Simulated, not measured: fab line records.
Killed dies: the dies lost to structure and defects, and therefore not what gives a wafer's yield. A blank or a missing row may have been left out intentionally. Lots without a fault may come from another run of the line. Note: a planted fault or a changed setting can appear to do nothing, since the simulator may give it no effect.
2 desks looking at one fault / flow berkeley cmos170 / every desk sees just its own numbers, and what lay behind them comes last

== THE METROLOGY DESK ==
Means of the sampled wafers that have a number, per lot and without regard to the tool the lot ran on: this is what the gauges read. The brackets show how far a lot's mean lies from the usual mean; more than 4 standard deviations puts the lot out of limits, marked OUT.
Columns: A = cd nm at UCB170_NLDD_CD_MEAS_06, usual 1200.2 nm; B = NLDD_RS at UCB170_SDANNEAL_RS_MEAS_05, usual 616.7 ohm/sq
lot=L319; first seen here=day 8 05:55; A=1196.1; B=616.1
lot=L316; first seen here=day 8 06:32; A=1199.3; B=616.0
lot=L317; first seen here=day 8 07:22; A=1198.4; B=614.8
lot=L318; first seen here=day 8 07:38; A=1199.5; B=615.0
lot=L322; first seen here=day 8 18:55; A=1200.8; B=615.3
lot=L321; first seen here=day 8 19:02; A=1200.1; B=618.7
lot=L320; first seen here=day 8 19:14; A=1201.2; B=616.9
lot=L323; first seen here=day 9 14:31; A=1201.6; B=618.2
lot=L324; first seen here=day 9 14:37; A=1201.3; B=614.1
lot=L328; first seen here=day 10 03:22; A=1204.6; B=618.1
lot=L326; first seen here=day 10 04:44; A=1200.5; B=614.1
lot=L329; first seen here=day 10 18:14; A=1199.4; B=631.6 (+8.8) OUT
lot=L333; first seen here=day 11 10:20; A=1201.0; B=628.5 (+7.0) OUT
lot=L337; first seen here=day 12 06:33; A=1200.1; B=616.4
Per this desk, out of limits: L329, L333; the first was L329, day 11 06:18 (NLDD_RS at UCB170_SDANNEAL_RS_MEAS_05). L319, L316, L317, L318, L322, L321, L320, L323, L324, L328, L326, L337: within limits.

== FOR THE TOOL OWNER'S DESK: implanter-02 ==
The tool's own readings at UCB170_NLDD_IMPLANT_09: means of the sampled wafers that have a number, for each lot that ran on this tool. The brackets show how far a lot's mean lies from the usual mean; more than 4 standard deviations puts the lot out of limits, marked OUT.
Columns: A = faraday current uA at UCB170_NLDD_IMPLANT_09, usual 159
lot=L319; first seen here=day 8 06:13; A=161
lot=L317; first seen here=day 8 07:41; A=161
lot=L322; first seen here=day 8 19:13; A=159
lot=L329; first seen here=day 10 18:32; A=157
lot=L333; first seen here=day 11 10:39; A=158
This desk's finding: nothing out of limits on any of the 5 lots.

== PUT TOGETHER ==
Metrology desk: alarm possible at day 11 06:18 on L329, L333.
Nothing out of limits was seen by the tool owner's desk.
On record at the tool owner's desk: L329, L333, within its limits.
On implanter-02, each named lot ran UCB170_NLDD_IMPLANT_09.

== WHAT THE SIMULATOR HAD PUT IN ==
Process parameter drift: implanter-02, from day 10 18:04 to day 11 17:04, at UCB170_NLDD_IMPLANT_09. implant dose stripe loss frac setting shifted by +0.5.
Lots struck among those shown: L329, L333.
Delay in hours, fault start to first out-of-limits reading, per desk: metrology desk 12.
